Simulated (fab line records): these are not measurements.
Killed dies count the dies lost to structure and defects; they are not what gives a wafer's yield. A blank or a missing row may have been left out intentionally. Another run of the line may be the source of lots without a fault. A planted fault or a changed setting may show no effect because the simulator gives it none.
A single fault, viewed from 2 desks :: flow rit_cmos :: each desk has only its own numbers; what lay behind them comes last

== FROM THE METROLOGY DESK ==
Means of the sampled wafers that have a number, per lot and without regard to the tool the lot ran on: this is what the gauges read. A lot is out of limits, marked OUT, if its mean lies more than 4 standard deviations from the usual mean; the brackets give that distance.
Columns: A = PRETRO_TW at RIT_PRETRO_TW_MEAS_10, usual 472
lot: L198
first seen here: day 2 10:34
A: 477

lot: L199
first seen here: day 2 15:26
A: 466

lot: L200
first seen here: day 2 18:26
A: 472

lot: L201
first seen here: day 3 00:11
A: 477

lot: L202
first seen here: day 3 06:21
A: 468

lot: L203
first seen here: day 3 14:37
A: 476

lot: L204
first seen here: day 3 17:50
A: 466

lot: L205
first seen here: day 3 23:31
A: 468

lot: L210
first seen here: day 4 21:44
A: 440 (-7.9) OUT

lot: L211
first seen here: day 5 05:41
A: 472

lot: L212
first seen here: day 5 09:07
A: 441 (-7.7) OUT

lot: L216
first seen here: day 6 05:49
A: 467

lot: L217
first seen here: day 6 07:55
A: 475

lot: L221
first seen here: day 7 06:18
A: 473
Finding of this desk: L210, L212 out of limits, first seen on L210 at day 4 21:44 (PRETRO_TW at RIT_PRETRO_TW_MEAS_10). L198, L199, L200, L201, L202, L203, L204, L205, L211, L216, L217, L221: within limits.

== FOR THE TOOL OWNER'S DESK: implanter-01 ==
For each lot that ran on this tool, the mean over its sampled wafers that have a number, from the tool's own readings at RIT_PRETRO_IMPLANT_08. A lot is out of limits, marked OUT, if its mean lies more than 4 standard deviations from the usual mean; the brackets give that distance.
Columns: A = beam_energy_keV at RIT_PRETRO_IMPLANT_08, usual 45.000
lot: L198
first seen here: day 2 10:16
A: 45.001

lot: L199
first seen here: day 2 15:08
A: 45.025

lot: L201
first seen here: day 2 23:54
A: 44.987

lot: L204
first seen here: day 3 17:32
A: 44.989

lot: L210
first seen here: day 4 21:26
A: 29.262 (-99 or more) OUT

lot: L212
first seen here: day 5 08:44
A: 29.235 (-99 or more) OUT
Finding of this desk: L210, L212 out of limits; the first was L210 at day 4 21:26, on beam_energy_keV at RIT_PRETRO_IMPLANT_08. L198, L199, L201, L204: within limits.

== PUT TOGETHER ==
The tool owner's desk had the chance to raise an alarm at day 4 21:26 on L210, L212.
Metrology desk: alarm possible at day 4 21:44 on L210, L212.
On implanter-01, each named lot ran RIT_PRETRO_IMPLANT_08.

== WHAT WAS PUT IN BY THE SIMULATOR ==
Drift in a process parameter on implanter-01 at RIT_PRETRO_IMPLANT_08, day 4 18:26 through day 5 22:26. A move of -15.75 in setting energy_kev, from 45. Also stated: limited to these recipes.
Shown lots that were struck: L210, L212.
Hours from the fault's start to each desk's first reading out of limits: the tool owner's desk, 3; the metrology desk, 3.
